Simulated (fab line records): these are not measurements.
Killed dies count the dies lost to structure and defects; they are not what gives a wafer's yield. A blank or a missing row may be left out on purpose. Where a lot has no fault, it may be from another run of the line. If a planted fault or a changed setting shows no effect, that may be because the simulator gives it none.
fab line records + flow rit_cmos
record:
- lots: 6
- wafers: 18
- last_day: 7
route steps=202 shown NSD@131 PSD@142 M1@202
lots that met no fault: taken from a fault-free run of the same line
start_h: the number of hours between the record's first day and the start of the first shown wafer of the lot + wait_h: hours elapsed since this lot's preceding step + " as in the row above + L1.1+2: a row that stands for several wafers + - no value, or no start given + * or withheld: withheld + < > ~ a bound
route shown NAME@n: a module of which the file shows steps, and the number in the route of the first + usual: mean/standard deviation taken from wafers without a fault + same: alike in all rows + chamber/n: place in a boat + sites: per-site readings + _std_site: standard deviation across them + _edge_site: outer sites' mean less inner sites' + radius_mm: how far each site lies from the wafer's centre + mask NAME#n: copy n + behind: tool/chamber where the wafer was last shaped + hold: cause of the lot's hold/its duration in hours/its outcome + device: the n, p or np transistor that did not switch + end of line: at the end of the route, the tests of the same wafers + for a step that has no rows: nothing shown but its recipe + killed: at the first sort, the dies lost to defects and structure; wafer yield is something else + map: a wafer's dies, x killed, . not, _ none there
set.NAME: the setting that was run; set.NAME@STEP: the one run at that earlier step + model.NAME: the simulator's own value behind a step, which no gauge read
lots at selected steps of the route; one table per step, one row per wafer
services: from which hour (start_h, from the record's first day; less than 0 if before it) a tool's chamber was out of use, for how many hours, and why
== steps ==
step: RIT_NSD_HMDS_00
recipe:
- prime_time_s: 60
- prime_temp_c: 140
step: RIT_NSD_COAT_01
recipe:
- resist: NOVOLAK
- spin_rpm: 3250
- resist_thk_nm: 1000
step: RIT_NSD_SOFTBAKE_02
recipe:
- resist: NOVOLAK
- temp_c: 90
- time_s: 60
step: RIT_NSD_EXPOSE_03
recipe:
- mask_id: M9
- na: 0.57
- target_cd_nm: 40700
- dose_mj: 250
step: RIT_NSD_PEB_04
recipe:
- resist: NOVOLAK
- temp_c: withheld
- time_s: withheld
step: RIT_NSD_DEVELOP_05
recipe:
- resist: NOVOLAK
- develop_time_s: 50
- dev_temp_c: 23
step: RIT_NSD_OVL_MEAS_06
usual:
- NSD_OVL: 0.5/1.5
| lot.wafer | tool       | chamber | start_h | wait_h | NSD_OVL[nm] |
|-----------|------------|---------|---------|--------|-------------|
| L715.1    | overlay-02 | -       | 54.18   | -      | 0.8         |
| L715.2    | "          | -       | "       | "      | -0.2        |
| L715.4    | "          | -       | "       | "      | -0.3        |
| L722.3    | overlay-02 | -       | 88.42   | -      | -0.3        |
| L722.5    | "          | -       | "       | "      | 1.4         |
| L722.6    | "          | -       | "       | "      | 0.9         |
| L726.1    | overlay-02 | -       | 107.48  | -      | 0.7         |
| L726.4    | "          | -       | "       | "      | -1.8        |
| L726.5    | "          | -       | "       | "      | -1.5        |
| L730.1    | overlay-01 | -       | 126.84  | -      | 2.4         |
| L730.2    | "          | -       | "       | "      | 1.3         |
| L730.3    | "          | -       | "       | "      | 0.4         |
| L732.1    | overlay-02 | -       | 143.13  | -      | 0.2         |
| L732.3    | "          | -       | "       | "      | 2.6         |
| L732.5    | "          | -       | "       | "      | 2.0         |
| L736.3    | overlay-01 | -       | 156.74  | -      | -0.1        |
| L736.5    | "          | -       | "       | "      | 0.9         |
| L736.6    | "          | -       | "       | "      | -0.3        |
step: RIT_NSD_HARDBAKE_07
recipe:
- resist: NOVOLAK
- temp_c: 140
- time_s: 60
step: RIT_NSD_IMPLANT_08
recipe:
- species: P
- energy_kev: 25
- dose_cm2: 1e+15
- tilt_deg: 7
step: RIT_NSD_STRIP_09
recipe:
- chemistry: O2
- time_s: 180
- resist: NOVOLAK
- platen_temp_c: withheld
- power_w: 500
- pressure_mtorr: 4000
- o2_flow_sccm: 4000
usual:
- chamber_pressure_mTorr: 4000/3.5
- drypump_motor_current_A: 5.8/0.35
same:
- time_s: 180
| lot.wafer | tool            | chamber | start_h | wait_h | chamber_pressure_mTorr | drypump_motor_current_A | rf_hours_counter_h |
|-----------|-----------------|---------|---------|--------|------------------------|-------------------------|--------------------|
| L715.1    | plasma_asher-03 | 1       | 54.51   | 0.1    | 4001                   | 5.2                     | 25                 |
| L715.2    | "               | 0       | "       | "      | 4000                   | 6.4                     | 25                 |
| L715.4    | "               | 0       | "       | "      | 3995                   | 6.4                     | -                  |
| L722.3    | plasma_asher-01 | 0       | 88.81   | 0.1    | 4003                   | 5.6                     | -                  |
| L722.5    | "               | 0       | "       | "      | 4002                   | 5.6                     | -                  |
| L722.6    | "               | 1       | "       | "      | 4002                   | 6.0                     | -                  |
| L726.1    | plasma_asher-03 | 0       | 107.82  | 0.1    | 4005                   | 6.3                     | 30                 |
| L726.4    | "               | 1       | "       | "      | 4003                   | 5.2                     | -                  |
| L726.5    | "               | 1       | "       | "      | 3999                   | 5.2                     | -                  |
| L730.1    | plasma_asher-03 | 0       | 127.17  | 0.1    | 4000                   | 6.3                     | 32                 |
| L730.2    | "               | 1       | "       | "      | 4002                   | 5.2                     | 32                 |
| L730.3    | "               | 1       | "       | "      | 3995                   | 5.2                     | -                  |
| L732.1    | plasma_asher-02 | 0       | 143.47  | 0.1    | 4001                   | 5.8                     | 50                 |
| L732.3    | "               | 1       | "       | "      | 3998                   | 5.8                     | -                  |
| L732.5    | "               | 1       | "       | "      | 3995                   | 5.8                     | -                  |
| L736.3    | plasma_asher-03 | 1       | 157.12  | 0.1    | 3997                   | 5.2                     | -                  |
| L736.5    | "               | 0       | "       | "      | 3999                   | 6.4                     | -                  |
| L736.6    | "               | 1       | "       | "      | 3997                   | 5.2                     | -                  |
step: RIT_NSD_TW_MEAS_10
usual:
- NSD_TW: 3098/27
| lot.wafer | tool          | chamber | start_h | wait_h | NSD_TW |
|-----------|---------------|---------|---------|--------|--------|
| L715.1    | film_metro-02 | -       | 54.69   | 0.1    | 3100   |
| L715.2    | "             | -       | "       | "      | 3094   |
| L715.4    | "             | -       | "       | "      | 3066   |
| L722.3    | film_metro-04 | -       | 88.94   | 0.1    | 3150   |
| L722.5    | "             | -       | "       | "      | 3140   |
| L722.6    | "             | -       | "       | "      | 3138   |
| L726.1    | film_metro-04 | -       | 107.99  | 0.1    | 3099   |
| L726.4    | "             | -       | "       | "      | 3101   |
| L726.5    | "             | -       | "       | "      | 3115   |
| L730.1    | film_metro-04 | -       | 127.35  | 0.1    | 3141   |
| L730.2    | "             | -       | "       | "      | 3131   |
| L730.3    | "             | -       | "       | "      | 3126   |
| L732.1    | film_metro-03 | -       | 143.64  | 0.1    | 3065   |
| L732.3    | "             | -       | "       | "      | 3075   |
| L732.5    | "             | -       | "       | "      | 3068   |
| L736.3    | film_metro-03 | -       | 157.26  | 0.1    | 3100   |
| L736.5    | "             | -       | "       | "      | 3081   |
| L736.6    | "             | -       | "       | "      | 3082   |
step: RIT_PSD_HMDS_00
recipe:
- prime_time_s: 60
- prime_temp_c: 140
step: RIT_PSD_COAT_01
recipe:
- resist: NOVOLAK
- spin_rpm: 3291
- resist_thk_nm: 1000
| lot.wafer | tool           | chamber | start_h | wait_h | model.NOVOLAK_of_PSD_COAT_01.thk_nm |
|-----------|----------------|---------|---------|--------|-------------------------------------|
| L715.1    | litho_track-01 | 0       | 54.90   | 0.1    | 994.8                               |
| L715.2    | "              | 0       | "       | "      | 990.8                               |
| L715.4    | "              | 0       | "       | "      | 991                                 |
| L722.3    | litho_track-02 | 0       | 89.18   | 0.1    | 990.3                               |
| L722.5    | "              | 0       | "       | "      | 987.1                               |
| L722.6    | "              | 0       | "       | "      | 987.5                               |
| L726.1    | litho_track-04 | 0       | 108.20  | 0.1    | 895.8                               |
| L726.4    | "              | 0       | "       | "      | 897.9                               |
| L726.5    | "              | 0       | "       | "      | 898                                 |
| L730.1    | litho_track-04 | 0       | 127.56  | 0.1    | 898.3                               |
| L730.2    | "              | 0       | "       | "      | 896.9                               |
| L730.3    | "              | 0       | "       | "      | 899.5                               |
| L732.1+5  | litho_track-02 | 0       | 143.85  | 0.1    | 997.5                               |
| L732.3    | "              | 0       | "       | "      | 995.2                               |
| L736.3    | litho_track-02 | 0       | 157.50  | 0.1    | 991.2                               |
| L736.5    | "              | 0       | "       | "      | 992                                 |
| L736.6    | "              | 0       | "       | "      | 991.7                               |
step: RIT_PSD_SOFTBAKE_02
recipe:
- resist: NOVOLAK
- temp_c: 90
- time_s: 60
step: RIT_PSD_EXPOSE_03
recipe:
- mask_id: M10
- na: 0.57
- target_cd_nm: 40900
- dose_mj: 250
step: RIT_PSD_PEB_04
recipe:
- resist: NOVOLAK
- temp_c: withheld
- time_s: withheld
step: RIT_PSD_DEVELOP_05
recipe:
- resist: NOVOLAK
- develop_time_s: 50
- dev_temp_c: 23
step: RIT_PSD_OVL_MEAS_06
usual:
- PSD_OVL: -0.2/1.3
| lot.wafer | tool       | chamber | start_h | wait_h | PSD_OVL[nm] |
|-----------|------------|---------|---------|--------|-------------|
| L715.1    | overlay-01 | -       | 55.76   | -      | 1.6         |
| L715.2    | "          | -       | "       | "      | 1.1         |
| L715.4    | "          | -       | "       | "      | 1.4         |
| L722.3    | overlay-02 | -       | 89.85   | -      | -2.0        |
| L722.5    | "          | -       | "       | "      | 1.2         |
| L722.6    | "          | -       | "       | "      | -0.5        |
| L726.1    | overlay-02 | -       | 108.90  | -      | -0.4        |
| L726.4    | "          | -       | "       | "      | 0.3         |
| L726.5    | "          | -       | "       | "      | -0.3        |
| L730.1    | overlay-02 | -       | 128.56  | -      | 0.1         |
| L730.2    | "          | -       | "       | "      | -1.8        |
| L730.3    | "          | -       | "       | "      | -1.9        |
| L732.1    | overlay-02 | -       | 144.68  | -      | -1.1        |
| L732.3    | "          | -       | "       | "      | -0.8        |
| L732.5    | "          | -       | "       | "      | -0.5        |
| L736.3    | overlay-01 | -       | 158.28  | -      | 1.0         |
| L736.5    | "          | -       | "       | "      | 0.6         |
| L736.6    | "          | -       | "       | "      | -0.3        |
step: RIT_PSD_HARDBAKE_07
recipe:
- resist: NOVOLAK
- temp_c: 140
- time_s: 60
same:
- time_s: 60
| lot.wafer | tool           | chamber | start_h | wait_h | model.NOVOLAK_of_PSD_COAT_01.thk_nm |
|-----------|----------------|---------|---------|--------|-------------------------------------|
| L715.1    | litho_track-01 | 0       | 55.87   | 0.1    | 879.2                               |
| L715.2+4  | "              | 0       | "       | "      | 875.8                               |
| L722.3    | litho_track-02 | 0       | 89.92   | 0.1    | 875.3                               |
| L722.5    | "              | 0       | "       | "      | 872.5                               |
| L722.6    | "              | 0       | "       | "      | 872.8                               |
| L726.1    | litho_track-02 | 0       | 108.94  | 0.0    | 792.6                               |
| L726.4+5  | "              | 0       | "       | "      | 794.5                               |
| L730.1    | litho_track-01 | 0       | 128.60  | 0.0    | 794.7                               |
| L730.2    | "              | 0       | "       | "      | 793.5                               |
| L730.3    | "              | 0       | "       | "      | 795.9                               |
| L732.1+5  | litho_track-02 | 0       | 144.71  | 0.0    | 881.5                               |
| L732.3    | "              | 0       | "       | "      | 879.6                               |
| L736.3    | litho_track-02 | 0       | 158.36  | 0.1    | 876.1                               |
| L736.5    | "              | 0       | "       | "      | 876.8                               |
| L736.6    | "              | 0       | "       | "      | 876.6                               |
step: RIT_PSD_IMPLANT_08
recipe:
- species: BF2
- energy_kev: 27.44
- dose_cm2: 5e+15
- tilt_deg: 7
step: RIT_M1_PROBE_99
usual:
- killed_at_contacts: 0.1/0.25
- killed_at_front_end: 7.1/2.9
- killed_dies: 7.2/2.9
- killed_open: 3.6/1.9
- killed_short: 3.5/1.9
same:
- gross_dies: 264
- killed_at_M0_to_M3: 0
- killed_at_M4_up: 0
- killed_at_back_side: 0
- killed_at_other: 0
| lot.wafer | tool      | chamber | start_h | wait_h | killed_at_contacts | killed_at_front_end | killed_dies | killed_open | killed_short |
|-----------|-----------|---------|---------|--------|--------------------|---------------------|-------------|-------------|--------------|
| L715.1    | prober-01 | -       | 64.23   | 0.1    | 0                  | 4                   | 4           | 3           | 1            |
| L715.2    | prober-01 | -       | 64.28   | 0.1    | 0                  | 4                   | 4           | 3           | 1            |
| L715.4    | prober-01 | -       | 64.38   | 0.2    | 0                  | 7                   | 7           | 3           | 4            |
| L722.3    | prober-01 | -       | 98.22   | 0.2    | 0                  | 4                   | 4           | 2           | 2            |
| L722.5    | prober-01 | -       | 98.32   | 0.2    | 0                  | 15                  | 15          | 8           | 7            |
| L722.6    | prober-01 | -       | 98.37   | 0.2    | 0                  | 2                   | 2           | 2           | 0            |
| L732.1    | prober-01 | -       | 153.67  | 0.1    | 1                  | 8                   | 9           | 4           | 5            |
| L732.3    | prober-01 | -       | 153.77  | 0.2    | 0                  | 10                  | 10          | 5           | 5            |
| L732.5    | prober-01 | -       | 153.87  | 0.2    | 0                  | 12                  | 12          | 4           | 8            |
killed by level:class
L715.1 FOX1:geometric_particle:short=1 FOX2:geometric_particle:open=1 GATE:geometric_particle:open=1 SILICIDE:geometric_particle:open=1
L715.2 ACTIVE:geometric_particle:open=1 FOX1:geometric_particle:open=1 GATE:geometric_particle:open=1 SILICIDE:geometric_particle:short=1
L715.4 FOX1:geometric_particle:short=2 GATE:geometric_particle:open=2 GATE:geometric_particle:short=1 REOX:geometric_particle:open=1 SPACER:geometric_particle:short=1
L722.3 FOX1:geometric_particle:open=1 GATE:geometric_particle:short=1 GATE:geometric_particle:open=1 REOX:geometric_particle:short=1
L722.5 GATE:geometric_particle:open=3 GATE:geometric_particle:short=2 REOX:geometric_particle:short=2 SPACER:geometric_particle:open=2 ACTIVE:geometric_particle:short=1 FOX1:geometric_particle:open=1 REOX:geometric_particle:open=1 SPACER:geometric_particle:short=1
L722.6 REOX:geometric_particle:open=1 SILICIDE:geometric_particle:open=1
L732.1 FOX1:geometric_particle:open=1 FOX1:geometric_particle:short=1 FOX2:geometric_particle:short=1 GATE:geometric_particle:open=1 REOX:geometric_particle:short=1 SPACER:geometric_particle:open=1 SILICIDE:geometric_particle:short=1 SILICIDE:geometric_particle:open=1
L732.3 GATE:geometric_particle:short=4 FOX1:geometric_particle:open=2 GATE:geometric_particle:open=2 SPACER:geometric_particle:open=1 SPACER:geometric_particle:short=1
L732.5 SPACER:geometric_particle:short=4 GATE:geometric_particle:short=3 GATE:geometric_particle:open=2 FOX1:geometric_particle:short=1 FOX2:geometric_particle:open=1 SILICIDE:geometric_particle:open=1
== services ==
| tool            | chamber | start_h | hours | kind       |
|-----------------|---------|---------|-------|------------|
| plasma_asher-01 | -       | 34.24   | 5.5   | repair     |
| plasma_asher-01 | -       | 108.75  | 9.0   | pm         |
| plasma_asher-01 | 0       | 108.75  | 9.0   | vent_cycle |
| plasma_asher-01 | 1       | 108.75  | 9.0   | vent_cycle |
| plasma_asher-02 | -       | 109.32  | 2.8   | pm         |
| plasma_asher-01 | 0       | 117.75  | -     | clean      |
| plasma_asher-01 | 1       | 117.75  | -     | clean      |
== key ==
first_sign none at tools or gauges
model_effect:
- step: RIT_PSD_COAT_01
- value: NOVOLAK_of_PSD_COAT_01.thk_nm
- without: 994.3
- struck: 897.7
model_effect:
- step: RIT_PSD_HARDBAKE_07
- value: NOVOLAK_of_PSD_COAT_01.thk_nm
- without: 878.8
- struck: 794.3
met_at RIT_PSD_COAT_01
struck_wafers L726.1,L726.4,L726.5,L730.1,L730.2,L730.3
tester_left_out L726,L730
fault:
- kind: process_parameter_drift
- tool: litho_track-04
- chamber: -
- onset_h: 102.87
- steps: RIT_PSD_COAT_01
- channel: resist_thk_nm
- offset: -97.137
- shape: step
- end_h: 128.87
- acts_in: these_recipes_only
- stated: 1000
tester_left_out: of these lots the tester's yield and bins aren't shown, on N5 and GAA mostly nor the transistor test; their killed dies are dies lost to structure and defects alone, not to doping, threshold or leakage, so they don't give the yield
